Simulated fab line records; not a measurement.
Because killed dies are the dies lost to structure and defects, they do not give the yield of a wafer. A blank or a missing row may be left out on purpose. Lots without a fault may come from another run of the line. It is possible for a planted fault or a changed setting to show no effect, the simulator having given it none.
fab line records	flow rit-cmos
[record] lots = 6	wafers = 18	last-day = 6
route steps=202 shown PLDD@118 SPACER@125 NSD@131 PSD@142 SDANNEAL@153 SILICIDE@161 M1@202
lots with no fault: from the same line, run without faults
start-h: the number of hours between the record's first day and the start of the first shown wafer of the lot	wait-h: hours elapsed since this lot's preceding step	" identical to the entry in the row above	L1.1+2: several wafers, shown together as one row	- no value present, or no start provided	* or withheld: withheld	< > ~ a bound
route shown NAME@n: NAME is a module with steps in the file, n the number in the route of the first one	usual: mean/standard deviation of fault-free wafers	same: alike in all rows	chamber/n: place in a boat	sites: per-site readings	_std_site: standard deviation of those values	_edge_site: outer sites' mean less inner sites'	radius-mm: how far each site lies from the wafer's centre	mask NAME#n: copy n	behind: the most recent tool/chamber to have shaped the wafer	hold: why the lot went on hold/how many hours it stayed there/how the hold came to an end	device: names the non-switching transistor (n, p or np)	end of line: at the end of the route, the tests of the same wafers	a step without rows: its recipe alone	killed: not the wafer's yield, but the dies lost to structure and defects at the first sort	map: the dies of a wafer, with x for killed, . for not killed, _ for no die there
set.NAME: the setting that was run; set.NAME@STEP: the one run at that earlier step	model.NAME: the simulator's own value behind a step, which no gauge read
lots at selected steps of the route; one table per step, one row per wafer
services: the hour from which a tool's chamber was out of use, counted from the record's first day as start-h (under 0 if before that day), plus the number of hours and why
[[steps]]
[step RIT_PLDD_PEB_04]
[recipe] resist = NOVOLAK	temp-c = withheld	time-s = withheld
[step RIT_PLDD_DEVELOP_05]
[recipe] resist = NOVOLAK	develop-time-s = 50	dev-temp-c = 23
[step RIT_PLDD_OVL_MEAS_06]
[usual] PLDD_OVL = -0.4/1.3
lot.wafer	tool	chamber	start-h	wait-h	PLDD_OVL[nm]
L202.1	overlay-01	-	45.69	-	0.6
L202.2	"	-	"	"	1.6
L202.6	"	-	"	"	2.1
L204.2	overlay-01	-	57.32	-	-1.2
L204.3	"	-	"	"	-2.7
L204.4	"	-	"	"	-1.3
L212.1	overlay-02	-	97.43	-	-2.2
L212.3	"	-	"	"	0.2
L212.4	"	-	"	"	-0.8
L214.2	overlay-02	-	106.68	-	-0.6
L214.3	"	-	"	"	-1.2
L214.5	"	-	"	"	2.2
L215.3	overlay-01	-	112.29	-	0.4
L215.4	"	-	"	"	-0.3
L215.6	"	-	"	"	-0.4
L219.2	overlay-01	-	129.34	-	1.5
L219.3	"	-	"	"	-1.0
L219.4	"	-	"	"	0.2
[step RIT_PLDD_HARDBAKE_07]
[recipe] resist = NOVOLAK	temp-c = 140	time-s = 60
[step RIT_PLDD_IMPLANT_08]
[recipe] species = BF2	energy-kev = 20	dose-cm2 = 9e+14	tilt-deg = 7
[step RIT_PLDD_STRIP_09]
[recipe] chemistry = O2	time-s = 180	resist = NOVOLAK	platen-temp-c = withheld	power-w = 500	pressure-mtorr = 4000	o2-flow-sccm = 4000
[usual] drypump-motor-current-A = 6.0/0.58
lot.wafer	tool	chamber	start-h	wait-h	drypump-motor-current-A	rf-hours-counter-h
L202.1	plasma-asher-01	0	46.03	0.1	5.5	42
L202.2	"	1	"	"	6.5	42
L202.6	"	1	"	"	6.5	-
L204.2	plasma-asher-02	0	57.65	0.1	5.9	38
L204.3	"	1	"	"	4.8	-
L204.4	"	0	"	"	5.9	-
L212.1	plasma-asher-01	1	97.76	0.1	6.6	48
L212.3	"	0	"	"	5.6	-
L212.4	"	1	"	"	6.6	-
L214.2	plasma-asher-02	0	107.01	0.1	5.9	43
L214.3	"	0	"	"	5.9	-
L214.5	"	0	"	"	5.9	-
L215.3	plasma-asher-03	1	112.67	0.1	6.6	-
L215.4	"	0	"	"	6.2	-
L215.6	"	0	"	"	6.3	-
L219.2	plasma-asher-03	1	129.67	0.1	6.5	50
L219.3	"	1	"	"	6.6	-
L219.4	"	0	"	"	6.2	-
[step RIT_PLDD_TW_MEAS_10]
[usual] PLDD_TW = 2350/20
lot.wafer	tool	chamber	start-h	wait-h	PLDD_TW
L202.1	film-metro-01	-	46.20	0.1	2352
L202.2	"	-	"	"	2341
L202.6	"	-	"	"	2334
L204.2	film-metro-02	-	57.83	0.1	2377
L204.3	"	-	"	"	2368
L204.4	"	-	"	"	2371
L212.1	film-metro-02	-	97.94	0.1	2368
L212.3	"	-	"	"	2372
L212.4	"	-	"	"	2375
L214.2	film-metro-02	-	107.20	0.1	2366
L214.3	"	-	"	"	2362
L214.5	"	-	"	"	2358
L215.3	film-metro-01	-	112.81	0.1	2357
L215.4	"	-	"	"	2363
L215.6	"	-	"	"	2357
L219.2	film-metro-04	-	129.86	0.1	2339
L219.3	"	-	"	"	2334
L219.4	"	-	"	"	2347
[step RIT_SPACER_CLEAN_00]
[recipe] chemistry = SC1	mix = 3:3:50	time-s = 600	temp-c = 75
[step RIT_SPACER_CLEAN_01]
[recipe] chemistry = dHF	dilution = 50:1	time-s = 30
[step RIT_SPACER_CLEAN_02]
[recipe] chemistry = SC2	mix = 3:3:50	time-s = 600	temp-c = 75	dry = n2-spin
[step RIT_SPACER_CVD_03]
[recipe] material = Si3N4	target-thk-nm = 250	temp-c = 810	precursor = SiH2Cl2/NH3	time-s = 3300	pressure-mtorr = 300	sih2cl2-flow-sccm = 60	nh3-flow-sccm = 150
[step RIT_SPACER_THK_MEAS_04]
[recipe] reads = Si3N4_of_SPACER_CVD_03
[usual] SPACER_NITRIDE_THK = 250.0/2.6
lot.wafer	tool	chamber	start-h	wait-h	SPACER_NITRIDE_THK[nm]
L202.1	film-metro-01	-	48.55	0.0	250.6
L202.2	"	-	"	"	253.0
L202.6	"	-	"	"	251.5
L204.2	film-metro-01	-	60.17	0.0	249.5
L204.3	"	-	"	"	249.8
L204.4	"	-	"	"	249.5
L212.1	film-metro-03	-	101.36	0.0	246.5
L212.3	"	-	"	"	248.2
L212.4	"	-	"	"	248.8
L214.2	film-metro-03	-	109.54	0.0	249.5
L214.3	"	-	"	"	245.9
L214.5	"	-	"	"	249.1
L215.3	film-metro-04	-	115.15	0.0	252.7
L215.4	"	-	"	"	251.9
L215.6	"	-	"	"	252.6
L219.2	film-metro-01	-	132.20	0.0	249.9
L219.3	"	-	"	"	248.5
L219.4	"	-	"	"	245.1
[step RIT_SPACER_ETCHBACK_05]
[recipe] target-depth-a = 2500	SF6_flow_sccm = 30	CHF3_flow_sccm = 30	target = Si3N4	chemistry = SF6/CHF3	pressure-mtorr = 40	rf-w = 241.6	time-s = 240	stop-on = SiO2
[usual] drypump-motor-current-A = 5.5/0.53	oes-product-au = 0.840/0.017	run-length-s = 268.4/0.48	throttle-valve-pct = 10.26/0.14
lot.wafer	tool	chamber	start-h	wait-h	drypump-motor-current-A	oes-product-au	rf-hours-counter-h	run-length-s	throttle-valve-pct	model.poly-Si_of_GATE_CVD_08.thk-nm	model.Si3N4_of_SPACER_CVD_03.thk-nm	model.SiO2_of_FOX2_OXIDATION_00.thk-nm
L202.1	rie-diel-01	2	48.61	0.1	5.2	0.844	139	268.5	10.29	161.6	197.4	176.4
L202.2	"	3	"	"	6.3	0.843	4	268.9	10.11	158.4	199.5	177.7
L202.6	"	0	"	"	4.9	0.838	-	268.5	10.36	160.3	198.1	178.5
L204.2	rie-diel-02	1	60.22	0.0	5.9	0.865	79	268.1	10.34	166.1	197.5	176.2
L204.3	"	3	"	"	5.5	0.832	2	268.9	10.22	166.9	197.3	174.1
L204.4	"	0	"	"	5.6	0.829	146	269.0	10.06	168	197.3	173.6
L212.1	rie-diel-02	2	101.42	0.1	4.6	0.712	136	335.6	10.42	144.5	178.7	173.7
L212.3	"	1	"	"	5.9	0.856	80	267.8	10.33	163.8	195.2	184.5
L212.4	"	0	"	"	5.6	0.829	146	269.5	10.06	166.1	196.5	180.8
L214.2	rie-diel-02	0	109.59	0.0	5.6	0.827	147	269.2	10.06	164.3	196.6	182.8
L214.3	"	2	"	"	4.6	0.717	136	336.0	10.42	145.8	178.4	160.5
L214.5	"	0	"	"	5.6	0.827	-	269.2	10.04	163.6	195.8	176.2
L215.3	rie-diel-04	0	115.19	0.0	5.9	0.851	59	268.1	10.23	159.7	199.1	183.4
L215.4	"	1	"	"	5.7	0.837	29	269.0	10.15	162.4	198.4	181
L215.6	"	2	"	"	6.2	0.852	-	267.4	10.37	159	198.5	176.9
L219.2	rie-diel-01	2	132.25	0.0	5.2	0.843	141	268.1	10.30	162.2	196.6	183.4
L219.3	"	3	"	"	6.4	0.824	6	268.2	10.08	165.2	196.3	178.2
L219.4	"	0	"	"	4.9	0.819	-	268.3	10.36	162.1	192.8	178.1
[step RIT_NSD_HMDS_00]
[recipe] prime-time-s = 60	prime-temp-c = 140
[step RIT_NSD_COAT_01]
[recipe] resist = NOVOLAK	spin-rpm = 3250	resist-thk-nm = 1000
[step RIT_NSD_SOFTBAKE_02]
[recipe] resist = NOVOLAK	temp-c = 90	time-s = 60
[step RIT_NSD_EXPOSE_03]
[recipe] mask-id = M9	na = 0.57	target-cd-nm = 40700	dose-mj = 250
[step RIT_NSD_PEB_04]
[recipe] resist = NOVOLAK	temp-c = withheld	time-s = withheld
[step RIT_NSD_DEVELOP_05]
[recipe] resist = NOVOLAK	develop-time-s = 50	dev-temp-c = 23
[step RIT_NSD_OVL_MEAS_06]
[usual] NSD_OVL = 0.2/1.3
lot.wafer	tool	chamber	start-h	wait-h	NSD_OVL[nm]
L202.1	overlay-01	-	49.61	-	0.2
L202.2	"	-	"	"	-0.4
L202.6	"	-	"	"	1.0
L204.2	overlay-01	-	61.25	-	1.3
L204.3	"	-	"	"	1.8
L204.4	"	-	"	"	1.7
L212.1	overlay-01	-	102.42	-	-0.5
L212.3	"	-	"	"	-2.7
L212.4	"	-	"	"	-1.2
L214.2	overlay-02	-	110.59	-	0.6
L214.3	"	-	"	"	1.3
L214.5	"	-	"	"	0.2
L215.3	overlay-01	-	116.33	-	-1.1
L215.4	"	-	"	"	-0.7
L215.6	"	-	"	"	0.0
L219.2	overlay-02	-	133.38	-	-0.1
L219.3	"	-	"	"	-0.5
L219.4	"	-	"	"	-2.3
[step RIT_NSD_HARDBAKE_07]
[recipe] resist = NOVOLAK	temp-c = 140	time-s = 60
[step RIT_NSD_IMPLANT_08]
[recipe] species = P	energy-kev = 25	dose-cm2 = 1e+15	tilt-deg = 7
[step RIT_NSD_STRIP_09]
[recipe] chemistry = O2	time-s = 180	resist = NOVOLAK	platen-temp-c = withheld	power-w = 500	pressure-mtorr = 4000	o2-flow-sccm = 4000
[usual] drypump-motor-current-A = 6.0/0.55
lot.wafer	tool	chamber	start-h	wait-h	drypump-motor-current-A	rf-hours-counter-h
L202.1	plasma-asher-03	1	49.94	0.1	6.5	42
L202.2	"	0	"	"	6.2	42
L202.6	"	0	"	"	6.2	-
L204.2	plasma-asher-04	1	61.58	0.1	5.3	27
L204.3	"	1	"	"	5.3	-
L204.4	"	0	"	"	6.3	-
L212.1	plasma-asher-03	1	102.76	0.1	6.6	46
L212.3	"	0	"	"	6.2	-
L212.4	"	1	"	"	6.6	-
L214.2	plasma-asher-04	1	110.92	0.1	5.3	33
L214.3	"	1	"	"	5.3	-
L214.5	"	1	"	"	5.3	-
L215.3	plasma-asher-03	1	116.71	0.1	6.6	-
L215.4	"	0	"	"	6.2	-
L215.6	"	0	"	"	6.2	-
L219.2	plasma-asher-03	0	133.71	0.1	6.2	50
L219.3	"	0	"	"	6.2	-
L219.4	"	1	"	"	6.5	-
[step RIT_NSD_TW_MEAS_10]
[usual] NSD_TW = 3127/26
lot.wafer	tool	chamber	start-h	wait-h	NSD_TW
L202.1	film-metro-02	-	50.12	0.1	3137
L202.2	"	-	"	"	3153
L202.6	"	-	"	"	3171
L204.2	film-metro-01	-	61.77	0.1	3095
L204.3	"	-	"	"	3102
L204.4	"	-	"	"	3086
L212.1	film-metro-01	-	102.94	0.1	3125
L212.3	"	-	"	"	3134
L212.4	"	-	"	"	3126
L214.2	film-metro-02	-	111.11	0.1	3162
L214.3	"	-	"	"	3164
L214.5	"	-	"	"	3159
L215.3	film-metro-01	-	116.85	0.1	3125
L215.4	"	-	"	"	3146
L215.6	"	-	"	"	3134
L219.2	film-metro-04	-	133.90	0.1	3114
L219.3	"	-	"	"	3104
L219.4	"	-	"	"	3106
[step RIT_PSD_HMDS_00]
[recipe] prime-time-s = 60	prime-temp-c = 140
[step RIT_PSD_COAT_01]
[recipe] resist = NOVOLAK	spin-rpm = 3250	resist-thk-nm = 1000
[step RIT_PSD_SOFTBAKE_02]
[recipe] resist = NOVOLAK	temp-c = 90	time-s = 60
[step RIT_PSD_EXPOSE_03]
[recipe] mask-id = M10	na = 0.57	target-cd-nm = 40900	dose-mj = 250
[step RIT_PSD_PEB_04]
[recipe] resist = NOVOLAK	temp-c = withheld	time-s = withheld
[step RIT_PSD_DEVELOP_05]
[recipe] resist = NOVOLAK	develop-time-s = 50	dev-temp-c = 23
[step RIT_PSD_OVL_MEAS_06]
[usual] PSD_OVL = -0.2/1.4
lot.wafer	tool	chamber	start-h	wait-h	PSD_OVL[nm]
L202.1	overlay-01	-	51.12	-	3.4
L202.2	"	-	"	"	2.5
L202.6	"	-	"	"	1.1
L204.2	overlay-02	-	62.67	-	-2.1
L204.3	"	-	"	"	-0.7
L204.4	"	-	"	"	0.3
L212.1	overlay-02	-	103.85	-	-0.8
L212.3	"	-	"	"	-1.1
L212.4	"	-	"	"	-0.5
L214.2	overlay-02	-	112.24	-	0.1
L214.3	"	-	"	"	0.6
L214.5	"	-	"	"	1.2
L215.3	overlay-02	-	117.75	-	0.0
L215.4	"	-	"	"	-0.1
L215.6	"	-	"	"	-1.7
L219.2	overlay-01	-	134.80	-	-0.3
L219.3	"	-	"	"	-0.6
L219.4	"	-	"	"	0.0
[step RIT_PSD_HARDBAKE_07]
[recipe] resist = NOVOLAK	temp-c = 140	time-s = 60
[step RIT_PSD_IMPLANT_08]
[recipe] species = BF2	energy-kev = 27.49	dose-cm2 = 5e+15	tilt-deg = 7
[step RIT_PSD_STRIP_09]
[recipe] chemistry = O2	time-s = 180	resist = NOVOLAK	platen-temp-c = withheld	power-w = 500	pressure-mtorr = 4000	o2-flow-sccm = 4000
[usual] drypump-motor-current-A = 6.0/0.5
lot.wafer	tool	chamber	start-h	wait-h	drypump-motor-current-A	rf-hours-counter-h
L202.1	plasma-asher-01	0	51.45	0.1	5.5	43
L202.2	"	1	"	"	6.5	43
L202.6	"	1	"	"	6.5	-
L204.2	plasma-asher-01	0	63.00	0.1	5.5	44
L204.3	"	0	"	"	5.5	-
L204.4	"	1	"	"	6.5	-
L212.1	plasma-asher-03	1	104.18	0.1	6.6	47
L212.3	"	0	"	"	6.2	-
L212.4	"	1	"	"	6.6	-
L214.2	plasma-asher-04	0	112.59	0.1	6.3	33
L214.3	"	0	"	"	6.3	-
L214.5	"	0	"	"	6.3	-
L215.3	plasma-asher-03	0	118.13	0.1	6.2	-
L215.4	"	1	"	"	6.6	-
L215.6	"	1	"	"	6.6	-
L219.2	plasma-asher-04	0	135.13	0.1	6.3	35
L219.3	"	0	"	"	6.3	-
L219.4	"	1	"	"	5.3	-
[step RIT_PSD_TW_MEAS_10]
[usual] PSD_TW = 3443/29
lot.wafer	tool	chamber	start-h	wait-h	PSD_TW
L202.1	film-metro-04	-	51.63	0.1	3428
L202.2	"	-	"	"	3412
L202.6	"	-	"	"	3398
L204.2	film-metro-02	-	63.19	0.1	3504
L204.3	"	-	"	"	3499
L204.4	"	-	"	"	3490
L212.1	film-metro-04	-	104.36	0.1	3430
L212.3	"	-	"	"	3424
L212.4	"	-	"	"	3418
L214.2	film-metro-02	-	112.78	0.1	3480
L214.3	"	-	"	"	3474
L214.5	"	-	"	"	3492
L215.3	film-metro-04	-	118.27	0.1	3420
L215.4	"	-	"	"	3436
L215.6	"	-	"	"	3431
L219.2	film-metro-04	-	135.32	0.1	3436
L219.3	"	-	"	"	3444
L219.4	"	-	"	"	3446
[step RIT_SDANNEAL_CLEAN_00]
[recipe] chemistry = SC1	mix = 3:3:50	time-s = 600	temp-c = 75
[step RIT_SDANNEAL_CLEAN_01]
[recipe] chemistry = dHF	dilution = 50:1	time-s = 30
[step RIT_SDANNEAL_CLEAN_02]
[recipe] chemistry = SC2	mix = 3:3:50	time-s = 600	temp-c = 75	dry = n2-spin
lot.wafer	tool	chamber	start-h	wait-h	model.poly-Si_of_GATE_CVD_08.thk-nm
L202.1	wet-bench-01	0	51.88	0.0	157.3
L202.2	"	0	"	"	154
L202.6	"	0	"	"	155.9
L204.2	wet-bench-03	1	63.43	0.0	161.7
L204.3	"	1	"	"	162.6
L204.4	"	1	"	"	163.6
L212.1	wet-bench-01	1	104.63	0.0	140.1
L212.3	"	1	"	"	159.4
L212.4	"	1	"	"	161.7
L214.2	wet-bench-03	1	113.02	0.0	159.9
L214.3	"	1	"	"	141.5
L214.5	"	1	"	"	159.2
L215.3	wet-bench-01	3	118.50	0.0	155.3
L215.4	"	3	"	"	158.1
L215.6	"	3	"	"	154.7
L219.2	wet-bench-01	3	135.56	0.0	157.9
L219.3	"	3	"	"	160.8
L219.4	"	3	"	"	157.8
[step RIT_SDANNEAL_RTA_03]
[recipe] temp-c = 1050	time-s = 5	idle-temp-c = 600	ramp-up-c-per-s = 342	ramp-down-c-per-s = 171	cool-to-c = 600	ambient = N2
[usual] anneal-temp-c-max = 1056.0/1.1	ramp-down-c-per-s = 171.00/0.028	wafer_temp_C_max = 1053.5/1.1
lot.wafer	tool	chamber	start-h	wait-h	anneal-temp-c-max	ramp-down-c-per-s	wafer_temp_C_max
L202.1	rtp-anneal-02	0	52.05	0.0	1055.1	171.03	1054.7
L202.2	"	0	"	"	1056.2	170.96	1052.4
L202.6	"	0	"	"	1055.9	170.95	1052.4
L204.2	rtp-anneal-02	0	63.61	0.0	1054.8	170.94	1053.1
L204.3	"	0	"	"	1057.0	170.99	1051.4
L204.4	"	0	"	"	1057.6	171.01	1053.0
L212.1	rtp-anneal-02	0	104.80	0.0	1056.6	170.92	1053.1
L212.3	"	0	"	"	1055.7	170.99	1055.2
L212.4	"	0	"	"	1056.7	171.02	1052.9
L214.2	rtp-anneal-02	0	113.20	0.0	1055.4	170.98	1053.7
L214.3	"	0	"	"	1054.4	171.03	1054.5
L214.5	"	0	"	"	1054.2	170.97	1054.9
L215.3	rtp-anneal-01	0	118.70	0.0	1055.0	170.98	1054.8
L215.4	"	0	"	"	1056.7	171.01	1052.0
L215.6	"	0	"	"	1057.8	170.99	1053.9
L219.2	rtp-anneal-01	0	135.75	0.0	1055.9	171.01	1052.7
L219.3	"	0	"	"	1057.6	171.00	1052.5
L219.4	"	0	"	"	1055.6	170.99	1054.0
[step RIT_SDANNEAL_RS_MEAS_04]
[recipe] thk-meas-gauge = four-point-probe
[usual] PSD_RS = 114.9/0.3
lot.wafer	tool	chamber	start-h	wait-h	PSD_RS[ohm/sq]
L202.1	film-metro-01	-	52.11	0.0	115.1
L202.2	"	-	"	"	115.1
L202.6	"	-	"	"	115.0
L204.2	film-metro-04	-	63.68	0.1	114.6
L204.3	"	-	"	"	114.6
L204.4	"	-	"	"	114.7
L212.1	film-metro-04	-	104.86	0.0	114.9
L212.3	"	-	"	"	114.8
L212.4	"	-	"	"	114.8
L214.2	film-metro-02	-	113.27	0.1	114.8
L214.3	"	-	"	"	115.0
L214.5	"	-	"	"	114.8
L215.3	film-metro-01	-	118.78	0.1	115.0
L215.4	"	-	"	"	115.1
L215.6	"	-	"	"	115.2
L219.2	film-metro-04	-	135.81	0.1	114.4
L219.3	"	-	"	"	114.6
L219.4	"	-	"	"	114.8
[step RIT_SDANNEAL_RS_MEAS_05]
[recipe] thk-meas-gauge = four-point-probe
[usual] NSD_RS = 84.41/0.28
lot.wafer	tool	chamber	start-h	wait-h	NSD_RS[ohm/sq]
L202.1	film-metro-01	-	52.23	0.1	84.46
L202.2	"	-	"	"	84.23
L202.6	"	-	"	"	84.41
L204.2	film-metro-04	-	63.80	0.1	84.41
L204.3	"	-	"	"	84.62
L204.4	"	-	"	"	84.30
L212.1	film-metro-04	-	104.98	0.1	84.44
L212.3	"	-	"	"	84.42
L212.4	"	-	"	"	84.64
L214.2	film-metro-02	-	113.39	0.1	84.56
L214.3	"	-	"	"	84.49
L214.5	"	-	"	"	84.64
L215.3	film-metro-01	-	118.90	0.1	84.49
L215.4	"	-	"	"	84.47
L215.6	"	-	"	"	84.40
L219.2	film-metro-04	-	135.93	0.1	84.11
L219.3	"	-	"	"	84.78
L219.4	"	-	"	"	84.44
[step RIT_SDANNEAL_RS_MEAS_06]
[recipe] thk-meas-gauge = four-point-probe
[usual] PLDD_RS = 178.8/0.48
lot.wafer	tool	chamber	start-h	wait-h	PLDD_RS[ohm/sq]
L202.1	film-metro-01	-	52.35	0.1	179.8
L202.2	"	-	"	"	179.8
L202.6	"	-	"	"	179.7
L204.2	film-metro-04	-	63.92	0.1	179.3
L204.3	"	-	"	"	179.2
L204.4	"	-	"	"	179.0
L212.1	film-metro-04	-	105.10	0.1	178.5
L212.3	"	-	"	"	178.0
L212.4	"	-	"	"	178.2
L214.2	film-metro-02	-	113.51	0.1	178.8
L214.3	"	-	"	"	178.5
L214.5	"	-	"	"	179.3
L215.3	film-metro-01	-	119.02	0.1	179.2
L215.4	"	-	"	"	178.9
L215.6	"	-	"	"	179.0
L219.2	film-metro-04	-	136.05	0.1	179.0
L219.3	"	-	"	"	178.7
L219.4	"	-	"	"	178.9
[step RIT_SILICIDE_WET_ETCH_00]
[recipe] chemistry = BOE	target = SiO2	target-depth-nm = 14	time-s = 15	dry = n2-spin	dilution = 10:1	temp-c = 21.5
lot.wafer	tool	chamber	start-h	wait-h	model.Si3N4_of_SPACER_CVD_03.thk-nm	model.SiO2_of_FOX2_OXIDATION_00.thk-nm
L202.1	wet-bench-01	0	52.59	0.1	196.2	147.7
L202.2	"	0	"	"	198.4	149.2
L202.6	"	0	"	"	196.9	149.8
L204.2	wet-bench-04	3	64.14	0.1	196.3	147.2
L204.3	"	3	"	"	196.1	145.2
L204.4	"	3	"	"	196.1	144.8
L212.1	wet-bench-02	2	105.34	0.1	177.5	144.9
L212.3	"	2	"	"	194.1	155.7
L212.4	"	2	"	"	195.4	152
L214.2	wet-bench-01	1	113.73	0.1	195.4	154.3
L214.3	"	1	"	"	177.2	132
L214.5	"	1	"	"	194.7	147.7
L215.3	wet-bench-01	2	119.22	0.1	197.9	154.6
L215.4	"	2	"	"	197.2	152.3
L215.6	"	2	"	"	197.4	148.1
L219.2	wet-bench-02	1	136.27	0.1	195.5	155.1
L219.3	"	1	"	"	195.1	149.8
L219.4	"	1	"	"	191.7	149.8
[step RIT_M1_PROBE_99]
[usual] killed-at-contacts = 0.1/0.3	killed-at-front-end = 7/3.4	killed-dies = 7/3.4	killed-open = 3.6/2.1	killed-short = 3.5/2.1
[same] gross-dies = 264	killed_at_M0_to_M3 = 0	killed_at_M4_up = 0	killed-at-back-side = 0	killed-at-other = 0
lot.wafer	tool	chamber	start-h	wait-h	killed-at-contacts	killed-at-front-end	killed-dies	killed-open	killed-short
L204.2	prober-01	-	71.19	0.1	0	8	8	3	5
L204.3	prober-01	-	71.24	0.2	0	8	8	3	5
L204.4	prober-01	-	71.29	0.2	0	9	9	3	6
L212.1	prober-01	-	112.09	0.1	0	6	6	3	3
L212.3	prober-01	-	112.19	0.2	0	7	7	5	2
L212.4	prober-01	-	112.24	0.2	1	9	10	5	5
L214.2	prober-01	-	121.25	0.1	0	10	10	6	4
L214.3	prober-01	-	121.30	0.2	0	10	10	3	7
L214.5	prober-01	-	121.40	0.2	0	8	8	6	2
L215.3	prober-02	-	126.54	0.2	0	11	11	7	4
L215.4	prober-02	-	126.59	0.2	0	4	4	2	2
L215.6	prober-02	-	126.69	0.2	0	11	11	6	5
L219.2	prober-02	-	143.44	0.1	0	1	1	1	0
L219.3	prober-02	-	143.49	0.2	0	4	4	2	2
L219.4	prober-02	-	143.54	0.2	0	3	3	2	1
// killed by level:class
L204.2 GATE:geometric-particle:short=2 REOX:geometric-particle:open=2 REOX:geometric-particle:short=2 FOX1:geometric-particle:short=1 FOX1:geometric-particle:open=1
L204.3 SPACER:geometric-particle:open=2 SILICIDE:geometric-particle:short=2 FOX1:geometric-particle:short=1 GATE:geometric-particle:short=1 REOX:geometric-particle:short=1 REOX:geometric-particle:open=1
L204.4 GATE:geometric-particle:short=5 FOX1:geometric-particle:open=1 GATE:geometric-particle:open=1 SPACER:geometric-particle:short=1 SPACER:geometric-particle:open=1
L212.1 GATE:geometric-particle:open=2 SPACER:geometric-particle:short=2 GATE:geometric-particle:short=1 SPACER:geometric-particle:open=1
L212.3 GATE:geometric-particle:open=3 FOX1:geometric-particle:short=1 REOX:geometric-particle:open=1 REOX:geometric-particle:short=1 SILICIDE:geometric-particle:open=1
L212.4 GATE:geometric-particle:short=2 REOX:geometric-particle:open=2 SPACER:geometric-particle:open=2 FOX1:geometric-particle:short=1 SPACER:geometric-particle:short=1 SILICIDE:geometric-particle:short=1 CONTACT:geometric-particle:open=1
L214.2 REOX:geometric-particle:short=3 SPACER:geometric-particle:open=3 REOX:geometric-particle:open=2 GATE:geometric-particle:open=1 GATE:geometric-particle:short=1
L214.3 GATE:geometric-particle:short=5 SILICIDE:geometric-particle:open=2 FOX1:geometric-particle:short=1 GATE:geometric-particle:open=1 SPACER:geometric-particle:short=1
L214.5 GATE:geometric-particle:open=2 SILICIDE:geometric-particle:open=2 FOX2:geometric-particle:open=1 FOX2:geometric-particle:short=1 REOX:geometric-particle:open=1 REOX:geometric-particle:short=1
L215.3 GATE:geometric-particle:open=5 FOX1:geometric-particle:short=2 FOX2:geometric-particle:short=2 FOX1:geometric-particle:open=1 REOX:geometric-particle:open=1
L215.4 GATE:geometric-particle:open=1 GATE:geometric-particle:short=1 REOX:geometric-particle:short=1 REOX:geometric-particle:open=1
L215.6 GATE:geometric-particle:open=5 FOX1:geometric-particle:short=3 GATE:geometric-particle:short=1 SILICIDE:geometric-particle:open=1 SILICIDE:geometric-particle:short=1
L219.2 SILICIDE:geometric-particle:open=1
L219.3 FOX1:geometric-particle:short=2 GATE:geometric-particle:open=1 SPACER:geometric-particle:open=1
L219.4 FOX1:geometric-particle:open=1 GATE:geometric-particle:open=1 GATE:geometric-particle:short=1
[[services]]
tool	chamber	start-h	hours	kind
plasma-asher-04	-	28.31	5.7	repair
wet-bench-04	-	30.24	5.9	repair
rie-diel-02	-	40.62	2.8	pm
wet-bench-04	-	49.05	1.7	repair
rie-diel-04	1	59.89	7.6	repair
rie-diel-02	3	65.81	5.9	repair
rie-diel-04	-	66.83	0.9	repair
plasma-asher-03	-	70.37	1.0	repair
wet-bench-01	-	73.99	18.8	repair
plasma-asher-02	-	77.49	2.8	pm
plasma-asher-03	-	93.07	7.8	repair
plasma-asher-02	-	108.75	9.0	pm
plasma-asher-02	0	108.75	9.0	vent-cycle
plasma-asher-02	1	108.75	9.0	vent-cycle
plasma-asher-02	0	117.75	-	clean
plasma-asher-02	1	117.75	-	clean
rie-diel-01	1	127.12	10.1	repair
rie-diel-04	2	129.77	-	clean
rie-diel-04	2	129.77	32.4	scheduled-down
rie-diel-04	2	129.77	32.4	vent-cycle
[[key]]
[first-sign] step = RIT_SPACER_ETCHBACK_05	reading = run-length-s	direction = up	sigmas = 99+	usual = *	struck = *
[effect] step = RIT_SPACER_ETCHBACK_05	reading = oes-product-au	direction = down	sigmas = 7.3	usual = 0.840	struck = 0.715
[model-effect] step = RIT_SPACER_ETCHBACK_05	value = poly-Si_of_GATE_CVD_08.thk-nm	without = 163.5	struck = 145.2
[model-effect] step = RIT_SDANNEAL_CLEAN_02	value = poly-Si_of_GATE_CVD_08.thk-nm	without = 159.1	struck = 140.8
[model-effect] step = RIT_SILICIDE_WET_ETCH_00	value = Si3N4_of_SPACER_CVD_03.thk-nm	without = 192.2	struck = 177.3
met-at RIT_SPACER_ETCHBACK_05
struck-wafers L212.1,L214.3
tester-left-out L212,L214
[fault] kind = process-parameter-drift	tool = rie-diel-02	chamber = 2	onset-h = 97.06	steps = RIT_SPACER_ETCHBACK_05	channel = time-s	offset = *	shape = step	end-h = 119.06	acts-in = *	stated = *
// tester-left-out: of these lots the tester's yield and bins aren't shown, on N5 and GAA mostly nor the transistor test; their killed dies are dies lost to structure and defects alone, not to doping, threshold or leakage, so they don't give the yield
